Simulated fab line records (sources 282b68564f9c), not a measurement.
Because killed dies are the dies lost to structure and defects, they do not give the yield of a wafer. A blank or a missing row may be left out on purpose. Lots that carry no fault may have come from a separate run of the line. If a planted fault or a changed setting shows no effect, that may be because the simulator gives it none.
Split-lot study :: flow ritCmos :: 23 wafers read from 5 lots, route of 202 steps

## THE SPLIT
At RIT_PRETRO_COAT_01 (resist thk 1300 nm), the setting resistThkNm was moved away from the recipe's 1300 nm on 10 of the 23 wafers read, by -5.5% to +3.1%. This setting was run at the recipe's value on the other wafers.

## FROM THE SPLIT TO THE READING: what the file shows between them, 3 steps
- RIT_PRETRO_SOFTBAKE_02: time 60 s
- RIT_PRETRO_EXPOSE_03: exposes mask M5, target cd 43700 nm
- RIT_PRETRO_DEVELOP_05: develop time 67.14 s

## THE READING
NOVOLAK_of_PRETRO_COAT_01.thkNm (the simulator's own value, which no gauge read), in nm, at RIT_PRETRO_HARDBAKE_07 (time 120 s). The file gives no usual value for it. The 13 wafers here that ran the recipe average 1138 nm, standard deviation 2.5 nm.

wafer: L074.1
tool, chamber at the split: lithoTrack-01, 0
resistThkNm as run, nm: 1300
against the recipe: recipe
NOVOLAK_of_PRETRO_COAT_01.thkNm, nm: 1138
against lot-mates on the recipe: -

wafer: L074.2
tool, chamber at the split: lithoTrack-01, 0
resistThkNm as run, nm: 1228
against the recipe: -5.5%
NOVOLAK_of_PRETRO_COAT_01.thkNm, nm: 1074
against lot-mates on the recipe: -61

wafer: L074.3
tool, chamber at the split: lithoTrack-01, 0
resistThkNm as run, nm: 1300
against the recipe: recipe
NOVOLAK_of_PRETRO_COAT_01.thkNm, nm: 1133
against lot-mates on the recipe: -

wafer: L074.5
tool, chamber at the split: lithoTrack-01, 0
resistThkNm as run, nm: 1228
against the recipe: -5.5%
NOVOLAK_of_PRETRO_COAT_01.thkNm, nm: 1076
against lot-mates on the recipe: -59

wafer: L074.6
tool, chamber at the split: lithoTrack-01, 0
resistThkNm as run, nm: 1300
against the recipe: recipe
NOVOLAK_of_PRETRO_COAT_01.thkNm, nm: 1135
against lot-mates on the recipe: -

wafer: L075.1
tool, chamber at the split: lithoTrack-02, 0
resistThkNm as run, nm: 1300
against the recipe: recipe
NOVOLAK_of_PRETRO_COAT_01.thkNm, nm: 1141
against lot-mates on the recipe: -

wafer: L075.2
tool, chamber at the split: lithoTrack-02, 0
resistThkNm as run, nm: 1321
against the recipe: +1.6%
NOVOLAK_of_PRETRO_COAT_01.thkNm, nm: 1156
against lot-mates on the recipe: +17

wafer: L075.4
tool, chamber at the split: lithoTrack-02, 0
resistThkNm as run, nm: 1300
against the recipe: recipe
NOVOLAK_of_PRETRO_COAT_01.thkNm, nm: 1140
against lot-mates on the recipe: -

wafer: L075.5
tool, chamber at the split: lithoTrack-02, 0
resistThkNm as run, nm: 1321
against the recipe: +1.6%
NOVOLAK_of_PRETRO_COAT_01.thkNm, nm: 1159
against lot-mates on the recipe: +20

wafer: L075.6
tool, chamber at the split: lithoTrack-02, 0
resistThkNm as run, nm: 1300
against the recipe: recipe
NOVOLAK_of_PRETRO_COAT_01.thkNm, nm: 1137
against lot-mates on the recipe: -

wafer: L076.1
tool, chamber at the split: lithoTrack-02, 0
resistThkNm as run, nm: 1340
against the recipe: +3.1%
NOVOLAK_of_PRETRO_COAT_01.thkNm, nm: 1170
against lot-mates on the recipe: +31

wafer: L076.2
tool, chamber at the split: lithoTrack-02, 0
resistThkNm as run, nm: 1300
against the recipe: recipe
NOVOLAK_of_PRETRO_COAT_01.thkNm, nm: 1139
against lot-mates on the recipe: -

wafer: L076.4
tool, chamber at the split: lithoTrack-02, 0
resistThkNm as run, nm: 1300
against the recipe: recipe
NOVOLAK_of_PRETRO_COAT_01.thkNm, nm: 1139
against lot-mates on the recipe: -

wafer: L076.3
tool, chamber at the split: lithoTrack-02, 0
resistThkNm as run, nm: 1340
against the recipe: +3.1%
NOVOLAK_of_PRETRO_COAT_01.thkNm, nm: 1172
against lot-mates on the recipe: +33

wafer: L076.5
tool, chamber at the split: lithoTrack-02, 0
resistThkNm as run, nm: 1340
against the recipe: +3.1%
NOVOLAK_of_PRETRO_COAT_01.thkNm, nm: 1172
against lot-mates on the recipe: +33

wafer: L082.2
tool, chamber at the split: lithoTrack-01, 0
resistThkNm as run, nm: 1251
against the recipe: -3.8%
NOVOLAK_of_PRETRO_COAT_01.thkNm, nm: 1095
against lot-mates on the recipe: -40

wafer: L082.3
tool, chamber at the split: lithoTrack-01, 0
resistThkNm as run, nm: 1251
against the recipe: -3.8%
NOVOLAK_of_PRETRO_COAT_01.thkNm, nm: 1093
against lot-mates on the recipe: -42

wafer: L082.4
tool, chamber at the split: lithoTrack-01, 0
resistThkNm as run, nm: 1251
against the recipe: -3.8%
NOVOLAK_of_PRETRO_COAT_01.thkNm, nm: 1092
against lot-mates on the recipe: -43

wafer: L082.5
tool, chamber at the split: lithoTrack-01, 0
resistThkNm as run, nm: 1300
against the recipe: recipe
NOVOLAK_of_PRETRO_COAT_01.thkNm, nm: 1136
against lot-mates on the recipe: -

wafer: L082.6
tool, chamber at the split: lithoTrack-01, 0
resistThkNm as run, nm: 1300
against the recipe: recipe
NOVOLAK_of_PRETRO_COAT_01.thkNm, nm: 1134
against lot-mates on the recipe: -

wafer: L084.2
tool, chamber at the split: lithoTrack-01, 0
resistThkNm as run, nm: 1300
against the recipe: recipe
NOVOLAK_of_PRETRO_COAT_01.thkNm, nm: 1140
against lot-mates on the recipe: -

wafer: L084.3
tool, chamber at the split: lithoTrack-01, 0
resistThkNm as run, nm: 1300
against the recipe: recipe
NOVOLAK_of_PRETRO_COAT_01.thkNm, nm: 1140
against lot-mates on the recipe: -

wafer: L084.6
tool, chamber at the split: lithoTrack-01, 0
resistThkNm as run, nm: 1300
against the recipe: recipe
NOVOLAK_of_PRETRO_COAT_01.thkNm, nm: 1140
against lot-mates on the recipe: -

THE FIT
A straight line over all 23 wafers: NOVOLAK_of_PRETRO_COAT_01.thkNm changes by +11.4 nm for each +1% of resistThkNm; r = +1.00; the points scatter about the line by 2.3 nm.
The same after taking each lot's own level away (the mean of its wafers on the recipe; 23 wafers): +10.9 nm for each +1%; r = +1.00; scatter 1.4 nm.
According to that fit, moving resistThkNm by its largest amount changes the reading by 60 nm.
Across the lots, their own levels run from 1135.0 to 1140.0 nm, a range of 2.0 times the standard deviation given above.
Consequently the slope shifts little with the lot-to-lot level, the two slopes agreeing.
Check: with one of the wafers moved furthest among these (-5.5%) left out of the fit, the line predicts -60.1 nm for it against its lot-mates. It came out at -61.3 nm against them.

## THESE WAFERS: OTHER SPLITS
Note: prior to the reading, these wafers also went through further splits. Each is held against what the fit with the lots' levels taken away leaves over:
other split on the same wafers: RIT_ACTIVE_COAT_06 resistThkNm
wafers away from the commonest value: 9
r with NOVOLAK_of_PRETRO_COAT_01.thkNm (lot level and that fit taken away): +0.05

other split on the same wafers: RIT_ACTIVE_HARDBAKE_12 tempC
wafers away from the commonest value: 5
r with NOVOLAK_of_PRETRO_COAT_01.thkNm (lot level and that fit taken away): -0.44

other split on the same wafers: RIT_ACTIVE_STRIP_14 pressureMtorr
wafers away from the commonest value: 18
r with NOVOLAK_of_PRETRO_COAT_01.thkNm (lot level and that fit taken away): +0.02

other split on the same wafers: RIT_NRETRO_COAT_01 spinRpm
wafers away from the commonest value: 11
r with NOVOLAK_of_PRETRO_COAT_01.thkNm (lot level and that fit taken away): -0.20

other split on the same wafers: RIT_NRETRO_IMPLANT_08 doseCm2
wafers away from the commonest value: 9
r with NOVOLAK_of_PRETRO_COAT_01.thkNm (lot level and that fit taken away): +0.08

## THE WHOLE CHAIN: every reading that the file lists as answering this split, in the file's order
step: RIT_PRETRO_COAT_01
what it does: resist thk 1300 nm
reading: NOVOLAK_of_PRETRO_COAT_01.thkNm (the simulator's own value, which no gauge read)
change (the file's fit): +12.6 nm for each +1% of the setting
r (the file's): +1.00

step: RIT_PRETRO_HARDBAKE_07
what it does: time 120 s
reading: NOVOLAK_of_PRETRO_COAT_01.thkNm (the simulator's own value, which no gauge read)
change (the file's fit): +10.9 nm for each +1% of the setting
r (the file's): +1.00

## THE FILE'S OWN FIT
NOVOLAK_of_PRETRO_COAT_01.thkNm changes by +10.9 nm for each +1% of resistThkNm, r = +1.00.
